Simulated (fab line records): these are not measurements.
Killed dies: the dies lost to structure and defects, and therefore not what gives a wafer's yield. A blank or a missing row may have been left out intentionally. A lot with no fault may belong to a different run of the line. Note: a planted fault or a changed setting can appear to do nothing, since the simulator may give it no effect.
fab line records	flow ritCmos
[record] lots = 13	wafers = 39	lastDay = 7
route steps=202 shown NWELL@31 PWELL@49 M1@202
lots with no fault: from the same line, run without faults
startH: start of the lot's first displayed wafer, in hours after the record's first day	waitH: time in hours since the lot's previous step	" same as the row above	L1.1+2: a single row standing in for several wafers	- no value, or no start given	* or withheld: withheld	< > ~ a bound
route shown NAME@n: a module of which the file shows steps, and the number in the route of the first	usual: mean and standard deviation over wafers with no fault	same: alike in all rows	chamber/n: place in a boat	sites: the reading at each site	_std_site: how widely they spread, as a standard deviation	_edge_site: the outer-site mean with the inner-site mean subtracted	radiusMm: for every site, how far away it sits from the centre of the wafer	mask NAME#n: copy n	behind: the most recent tool/chamber to have shaped the wafer	hold: reason for holding the lot/hours on hold/outcome of the hold	device: transistor that didn't switch, given as n, p or np	end of line: the route-end tests of the same wafers	a step with no rows: only its recipe	killed: the dies lost at the first sort to structure and to defects; this is not the yield of the wafer	map: shows each die of a wafer: x if killed, . if not, _ if none is there
set.NAME: setting as actually run; set.NAME@STEP: the setting as run at that earlier step	model.NAME: the simulator's own value behind a step, which no gauge read
steps of the route over a sample of lots; a table a step, a row a wafer
services: when a tool's chamber went out of use (startH, in hours from the record's first day, below 0 if earlier), for how many hours, and the reason
[[steps]]
[step RIT_NWELL_EXPOSE_03]
[recipe] maskId = M2	na = 0.57	targetCdNm = 43900	doseMj = 250
lot.wafer	tool	chamber	startH	waitH	mask
L552.1+4+6	ilineStepper-01	0	21.10	0.1	M2#0
L553.2+4+6	ilineStepper-02	0	26.00	0.2	M2#0
L556.1+2+6	ilineStepper-02	0	43.17	0.2	M2#0
L558.1+3+6	ilineStepper-01	0	51.92	0.2	M2#0
L559.1+4+5	ilineStepper-01	0	56.13	0.1	M3#0
L565.1+4+5	ilineStepper-01	0	86.51	0.2	M2#0
L568.2+4+6	ilineStepper-02	0	107.09	0.2	M2#0
L570.1+3+5	ilineStepper-02	0	111.82	0.1	M2#0
L569.3+4+6	ilineStepper-02	0	113.56	0.1	M2#0
L571.3+5+6	ilineStepper-01	0	118.77	0.2	M2#0
L572.2+3+5	ilineStepper-01	0	123.84	0.1	M2#0
L573.4+5+6	ilineStepper-01	0	127.50	0.1	M2#0
L574.1+3+6	ilineStepper-02	0	136.40	0.2	M2#0
[step RIT_NWELL_OVL_MEAS_06]
[usual] NWELL_OVL = 0.6/1.4
lot.wafer	tool	chamber	startH	waitH	NWELL_OVL[nm]
L552.1	overlay-02	-	21.55	-	2.7
L552.4	"	-	"	"	0.7
L552.6	"	-	"	"	1.7
L553.2	overlay-02	-	26.41	-	2.2
L553.4	"	-	"	"	2.6
L553.6	"	-	"	"	2.2
L556.1	overlay-01	-	43.70	-	1.4
L556.2	"	-	"	"	0.8
L556.6	"	-	"	"	0.0
L558.1	overlay-02	-	52.35	-	0.7
L558.3	"	-	"	"	-0.6
L558.6	"	-	"	"	1.2
L559.1	overlay-02	-	56.56	-	-
L559.4	"	-	"	"	-
L559.5	"	-	"	"	-
L565.1	overlay-02	-	86.96	-	1.6
L565.4	"	-	"	"	1.9
L565.5	"	-	"	"	1.5
L568.2	overlay-02	-	107.51	-	-0.5
L568.4	"	-	"	"	-1.4
L568.6	"	-	"	"	-1.0
L570.1	overlay-02	-	112.25	-	2.2
L570.3	"	-	"	"	2.2
L570.5	"	-	"	"	2.4
L569.3	overlay-01	-	113.99	-	2.2
L569.4	"	-	"	"	2.6
L569.6	"	-	"	"	2.6
L571.3	overlay-02	-	119.25	-	0.0
L571.5	"	-	"	"	-0.2
L571.6	"	-	"	"	0.4
L572.2	overlay-01	-	124.25	-	-0.2
L572.3	"	-	"	"	-0.8
L572.5	"	-	"	"	0.2
L573.4	overlay-01	-	127.89	-	0.4
L573.5	"	-	"	"	-0.4
L573.6	"	-	"	"	-0.7
L574.1	overlay-02	-	136.83	-	2.3
L574.3	"	-	"	"	-0.7
L574.6	"	-	"	"	0.6
[step RIT_NWELL_TW_MEAS_10]
[usual] NWELL_TW = 2144/19
lot.wafer	tool	chamber	startH	waitH	NWELL_TW
L552.1	filmMetro-04	-	22.23	0.1	2157
L552.4	"	-	"	"	2142
L552.6	"	-	"	"	2156
L553.2	filmMetro-03	-	27.03	0.1	2153
L553.4	"	-	"	"	2162
L553.6	"	-	"	"	2164
L556.1	filmMetro-03	-	44.31	0.1	2166
L556.2	"	-	"	"	2168
L556.6	"	-	"	"	2154
L558.1	filmMetro-04	-	52.96	0.1	2153
L558.3	"	-	"	"	2157
L558.6	"	-	"	"	2153
L559.1	filmMetro-04	-	57.17	0.1	30
L559.4	"	-	"	"	30
L559.5	"	-	"	"	30
L565.1	filmMetro-03	-	87.57	0.1	2154
L565.4	"	-	"	"	2150
L565.5	"	-	"	"	2157
L568.2	filmMetro-04	-	108.12	0.1	2142
L568.4	"	-	"	"	2149
L568.6	"	-	"	"	2134
L570.1	filmMetro-04	-	112.86	0.1	2142
L570.3	"	-	"	"	2146
L570.5	"	-	"	"	2133
L569.3	filmMetro-04	-	114.75	0.1	2136
L569.4	"	-	"	"	2144
L569.6	"	-	"	"	2135
L571.3	filmMetro-03	-	119.86	0.1	2165
L571.5	"	-	"	"	2176
L571.6	"	-	"	"	2162
L572.2	filmMetro-02	-	125.01	0.1	2122
L572.3	"	-	"	"	2122
L572.5	"	-	"	"	2122
L573.4	filmMetro-02	-	128.52	0.1	2100
L573.5	"	-	"	"	2117
L573.6	"	-	"	"	2116
L574.1	filmMetro-03	-	137.44	0.1	2151
L574.3	"	-	"	"	2144
L574.6	"	-	"	"	2141
[step RIT_PWELL_TW_MEAS_10]
[usual] PWELL_TW = 948/9.2
lot.wafer	tool	chamber	startH	waitH	PWELL_TW
L552.1	filmMetro-02	-	23.78	0.1	943
L552.4	"	-	"	"	944
L552.6	"	-	"	"	943
L553.2	filmMetro-04	-	28.85	0.1	951
L553.4	"	-	"	"	944
L553.6	"	-	"	"	951
L556.1	filmMetro-03	-	45.86	0.1	958
L556.2	"	-	"	"	963
L556.6	"	-	"	"	959
L558.1	filmMetro-04	-	54.69	0.1	954
L558.3	"	-	"	"	956
L558.6	"	-	"	"	958
L559.1	filmMetro-03	-	58.84	0.1	2226
L559.4	"	-	"	"	2223
L559.5	"	-	"	"	2218
L565.1	filmMetro-03	-	89.13	0.1	955
L565.4	"	-	"	"	953
L565.5	"	-	"	"	961
L568.2	filmMetro-03	-	109.80	0.1	971
L568.4	"	-	"	"	965
L568.6	"	-	"	"	967
L570.1	filmMetro-02	-	114.58	0.1	933
L570.3	"	-	"	"	935
L570.5	"	-	"	"	933
L569.3	filmMetro-04	-	116.42	0.1	952
L569.4	"	-	"	"	951
L569.6	"	-	"	"	951
L571.3	filmMetro-03	-	121.54	0.1	952
L571.5	"	-	"	"	951
L571.6	"	-	"	"	951
L572.2	filmMetro-02	-	126.56	0.1	943
L572.3	"	-	"	"	941
L572.5	"	-	"	"	938
L573.4	filmMetro-03	-	130.19	0.1	955
L573.5	"	-	"	"	957
L573.6	"	-	"	"	951
L574.1	filmMetro-02	-	138.99	0.1	942
L574.3	"	-	"	"	943
L574.6	"	-	"	"	940
[step RIT_M1_PROBE_99]
[usual] killedAtContacts = 0.1/0.23	killedAtFrontEnd = 7/3.1	killedDies = 7/3.1	killedOnRim = 1.8/1.4	killedOpen = 3.3/2	killedShort = 3.6/1.9
[same] grossDies = 264	killed_at_M0_to_M3 = 0	killed_at_M4_up = 0	killedAtBackSide = 0	killedAtOther = 0
lot.wafer	tool	chamber	startH	waitH	killedAtContacts	killedAtFrontEnd	killedDies	killedOnRim	killedOpen	killedShort
L552.1	prober-02	-	59.03	0.1	0	3	3	2	2	1
L552.4	prober-02	-	59.18	0.2	0	14	14	2	5	9
L552.6	prober-02	-	59.28	0.2	1	4	5	2	3	2
L553.2	prober-01	-	64.63	0.1	0	7	7	2	4	3
L553.4	prober-01	-	64.73	0.2	0	7	7	1	3	4
L553.6	prober-01	-	64.83	0.2	1	6	7	2	5	2
L556.1	prober-02	-	84.52	0.1	0	9	9	1	5	4
L556.2	prober-02	-	84.57	0.1	0	5	5	1	2	3
L556.6	prober-02	-	84.77	0.2	0	8	8	1	3	5
L558.1	prober-02	-	88.06	0.1	0	5	5	1	3	2
L558.3	prober-02	-	88.16	0.2	0	6	6	2	3	3
L558.6	prober-02	-	88.31	0.2	0	9	9	2	4	5
L559.1	prober-01	-	94.63	0.1	0	264	264	70	4	4
L559.4	prober-01	-	94.78	0.2	0	264	264	70	3	4
L559.5	prober-01	-	94.83	0.2	0	264	264	70	5	11
L565.1	prober-01	-	129.38	0.1	0	6	6	2	2	4
L565.4	prober-01	-	129.53	0.2	0	6	6	2	4	2
L565.5	prober-01	-	129.58	0.2	0	3	3	0	1	2
L568.2	prober-02	-	146.78	0.1	0	6	6	1	4	2
L568.4	prober-02	-	146.88	0.2	0	1	1	0	0	1
L568.6	prober-02	-	146.98	0.2	0	6	6	1	5	1
L570.1	prober-01	-	150.40	0.1	0	8	8	3	5	3
L570.3	prober-01	-	150.50	0.2	0	2	2	1	1	1
L570.5	prober-01	-	150.60	0.2	0	5	5	0	2	3
L569.3	prober-02	-	157.34	0.2	1	4	5	3	3	2
L569.4	prober-02	-	157.39	0.2	0	7	7	1	3	4
L569.6	prober-02	-	157.49	0.2	0	10	10	2	6	4
L571.3	prober-01	-	158.98	0.2	0	12	12	4	9	3
L571.5	prober-01	-	159.08	0.2	0	13	13	5	8	5
L571.6	prober-01	-	159.13	0.2	0	10	10	3	4	6
L572.2	prober-02	-	163.89	0.1	0	6	6	4	4	2
L572.3	prober-02	-	163.94	0.2	0	9	9	2	4	5
L572.5	prober-02	-	164.04	0.2	0	8	8	1	2	6
L573.4	prober-01	-	173.12	0.2	0	7	7	1	4	3
L573.5	prober-01	-	173.17	0.2	0	5	5	2	3	2
L573.6	prober-01	-	173.22	0.2	0	6	6	1	2	4
L574.1	prober-01	-	178.67	0.1	1	7	8	4	6	2
L574.3	prober-01	-	178.77	0.2	0	7	7	3	1	6
L574.6	prober-01	-	178.92	0.2	0	4	4	2	2	2
// killed by level:class
L552.1 GATE:geometricParticle:open=2 SILICIDE:geometricParticle:short=1
L552.4 GATE:geometricParticle:short=4 FOX1:geometricParticle:short=2 REOX:geometricParticle:short=2 SILICIDE:geometricParticle:open=2 FOX1:geometricParticle:open=1 FOX2:geometricParticle:open=1 GATE:geometricParticle:open=1 SILICIDE:geometricParticle:short=1
L552.6 GATE:geometricParticle:open=1 GATE:geometricParticle:short=1 SILICIDE:geometricParticle:open=1 SILICIDE:geometricParticle:short=1 CONTACT:geometricParticle:open=1
L553.2 GATE:geometricParticle:short=3 GATE:geometricParticle:open=3 SPACER:geometricParticle:open=1
L553.4 GATE:geometricParticle:short=2 SILICIDE:geometricParticle:short=2 FOX1:geometricParticle:open=1 REOX:geometricParticle:open=1 SILICIDE:geometricParticle:open=1
L553.6 GATE:geometricParticle:open=2 FOX2:geometricParticle:open=1 GATE:geometricParticle:short=1 SPACER:geometricParticle:open=1 SILICIDE:geometricParticle:open=1 CONTACT:geometricParticle:short=1
L556.1 GATE:geometricParticle:open=3 FOX1:geometricParticle:open=2 FOX1:geometricParticle:short=1 GATE:geometricParticle:short=1 REOX:geometricParticle:short=1 SPACER:geometricParticle:short=1
L556.2 FOX1:geometricParticle:short=1 FOX2:geometricParticle:open=1 GATE:geometricParticle:short=1 REOX:geometricParticle:short=1 SILICIDE:geometricParticle:open=1
L556.6 GATE:geometricParticle:short=3 FOX1:geometricParticle:open=1 FOX2:geometricParticle:open=1 FOX2:geometricParticle:short=1 SPACER:geometricParticle:open=1 SPACER:geometricParticle:short=1
L558.1 ACTIVE:geometricParticle:short=1 GATE:geometricParticle:open=1 REOX:geometricParticle:open=1 SPACER:geometricParticle:short=1 SPACER:geometricParticle:open=1
L558.3 GATE:geometricParticle:short=3 SPACER:geometricParticle:open=2 SILICIDE:geometricParticle:open=1
L558.6 GATE:geometricParticle:open=3 FOX1:geometricParticle:short=1 GATE:geometricParticle:short=1 REOX:geometricParticle:short=1 SPACER:geometricParticle:short=1 SPACER:geometricParticle:open=1 SILICIDE:geometricParticle:short=1
L559.1 NWELL:areaExpose=256 FOX2:geometricParticle:open=2 FOX1:geometricParticle:short=1 GATE:geometricParticle:short=1 GATE:geometricParticle:open=1 REOX:geometricParticle:short=1 SPACER:geometricParticle:short=1 SPACER:geometricParticle:open=1
L559.4 NWELL:areaExpose=257 GATE:geometricParticle:short=2 FOX2:geometricParticle:short=1 GATE:geometricParticle:open=1 REOX:geometricParticle:short=1 REOX:geometricParticle:open=1 SPACER:geometricParticle:open=1
L559.5 NWELL:areaExpose=248 GATE:geometricParticle:short=6 GATE:geometricParticle:open=3 REOX:geometricParticle:short=3 REOX:geometricParticle:open=1 SPACER:geometricParticle:open=1 SPACER:geometricParticle:short=1 SILICIDE:geometricParticle:short=1
L565.1 REOX:geometricParticle:short=2 FOX1:geometricParticle:short=1 FOX2:geometricParticle:short=1 FOX2:geometricParticle:open=1 REOX:geometricParticle:open=1
L565.4 GATE:geometricParticle:open=4 GATE:geometricParticle:short=2
L565.5 FOX2:geometricParticle:short=2 GATE:geometricParticle:open=1
L568.2 GATE:geometricParticle:open=2 FOX1:geometricParticle:open=1 GATE:geometricParticle:short=1 REOX:geometricParticle:short=1 REOX:geometricParticle:open=1
L568.4 SILICIDE:geometricParticle:short=1
L568.6 SILICIDE:geometricParticle:open=2 FOX2:geometricParticle:open=1 GATE:geometricParticle:open=1 SPACER:geometricParticle:open=1 SILICIDE:geometricParticle:short=1
L570.1 GATE:geometricParticle:open=2 REOX:geometricParticle:short=2 SPACER:geometricParticle:open=2 REOX:geometricParticle:open=1 SPACER:geometricParticle:short=1
L570.3 GATE:geometricParticle:open=1 GATE:geometricParticle:short=1
L570.5 REOX:geometricParticle:short=2 REOX:geometricParticle:open=2 GATE:geometricParticle:short=1
L569.3 GATE:geometricParticle:short=2 GATE:geometricParticle:open=1 SPACER:geometricParticle:open=1 CONTACT:geometricParticle:open=1
L569.4 FOX1:geometricParticle:open=2 GATE:geometricParticle:short=2 SPACER:geometricParticle:open=1 SPACER:geometricParticle:short=1 SILICIDE:geometricParticle:short=1
L569.6 FOX1:geometricParticle:open=2 REOX:geometricParticle:open=2 REOX:geometricParticle:short=2 SPACER:geometricParticle:open=2 FOX1:geometricParticle:short=1 SILICIDE:geometricParticle:short=1
L571.3 GATE:geometricParticle:open=5 GATE:geometricParticle:short=2 REOX:geometricParticle:open=2 SPACER:geometricParticle:short=1 SPACER:geometricParticle:open=1 SILICIDE:geometricParticle:open=1
L571.5 FOX2:geometricParticle:open=2 GATE:geometricParticle:open=2 SPACER:geometricParticle:short=2 SILICIDE:geometricParticle:open=2 FOX1:geometricParticle:open=1 FOX2:geometricParticle:short=1 GATE:geometricParticle:short=1 SPACER:geometricParticle:open=1
L571.6 GATE:geometricParticle:short=4 FOX1:geometricParticle:short=2 FOX2:geometricParticle:open=2 FOX1:geometricParticle:open=1 GATE:geometricParticle:open=1
L572.2 FOX1:geometricParticle:open=2 FOX2:geometricParticle:open=1 GATE:geometricParticle:short=1 GATE:geometricParticle:open=1 REOX:geometricParticle:short=1
L572.3 FOX2:geometricParticle:short=2 GATE:geometricParticle:open=2 FOX1:geometricParticle:open=1 FOX1:geometricParticle:short=1 FOX2:geometricParticle:open=1 GATE:geometricParticle:short=1 SILICIDE:geometricParticle:short=1
L572.5 REOX:geometricParticle:short=3 FOX2:geometricParticle:short=2 FOX1:geometricParticle:short=1 GATE:geometricParticle:open=1 SILICIDE:geometricParticle:open=1
L573.4 GATE:geometricParticle:short=2 FOX1:geometricParticle:open=1 FOX2:geometricParticle:short=1 GATE:geometricParticle:open=1 REOX:geometricParticle:open=1 SPACER:geometricParticle:open=1
L573.5 FOX2:geometricParticle:open=1 GATE:geometricParticle:short=1 REOX:geometricParticle:short=1 REOX:geometricParticle:open=1 SPACER:geometricParticle:open=1
L573.6 FOX1:geometricParticle:open=1 FOX2:geometricParticle:short=1 GATE:geometricParticle:short=1 REOX:geometricParticle:short=1 SPACER:geometricParticle:short=1 SPACER:geometricParticle:open=1
L574.1 GATE:geometricParticle:short=2 GATE:geometricParticle:open=2 FOX1:geometricParticle:open=1 REOX:geometricParticle:open=1 SPACER:geometricParticle:open=1 CONTACT:geometricParticle:open=1
L574.3 FOX1:geometricParticle:short=2 GATE:geometricParticle:short=2 REOX:geometricParticle:short=2 FOX1:geometricParticle:open=1
L574.6 FOX1:geometricParticle:open=1 FOX1:geometricParticle:short=1 GATE:geometricParticle:short=1 SPACER:geometricParticle:open=1
[[services]]
tool	chamber	startH	hours	kind
ilineStepper-01	-	-1.21	1.7	pm
ilineStepper-01	-	5.42	4.9	repair
ilineStepper-02	-	10.37	1.7	pm
ilineStepper-02	-	59.77	14.4	repair
[[key]]
[firstSign] step = RIT_NWELL_EXPOSE_03	reading = mask	direction = changed
[effect] step = RIT_NWELL_OVL_MEAS_06	reading = NWELL_OVL	direction = missing
[effect] step = RIT_NWELL_TW_MEAS_10	reading = NWELL_TW	direction = down	sigmas = 99+	usual = 2144	struck = 30
[effect] step = RIT_PWELL_TW_MEAS_10	reading = PWELL_TW	direction = up	sigmas = 99+	usual = 948	struck = 2222
[effect] step = RIT_M1_PROBE_99	reading = killedDies	direction = up	sigmas = 84	usual = 7	struck = 264
[moreKillsBornAt] RIT_NWELL_EXPOSE_03@ilineStepper-01 = 761
metAt RIT_NWELL_EXPOSE_03
struckLots L559
testerLeftOut L559
onsetBetween 51.92 56.13
[fault] kind = wrongMask	tool = any	chamber = -	onsetH = 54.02	steps = RIT_NWELL_EXPOSE_03	auxCopy = M3#0	scope = struckLotsOnly
// testerLeftOut: of these lots the tester's yield and bins aren't shown, on N5 and GAA mostly nor the transistor test; their killed dies are dies lost to structure and defects alone, not to doping, threshold or leakage, so they don't give the yield
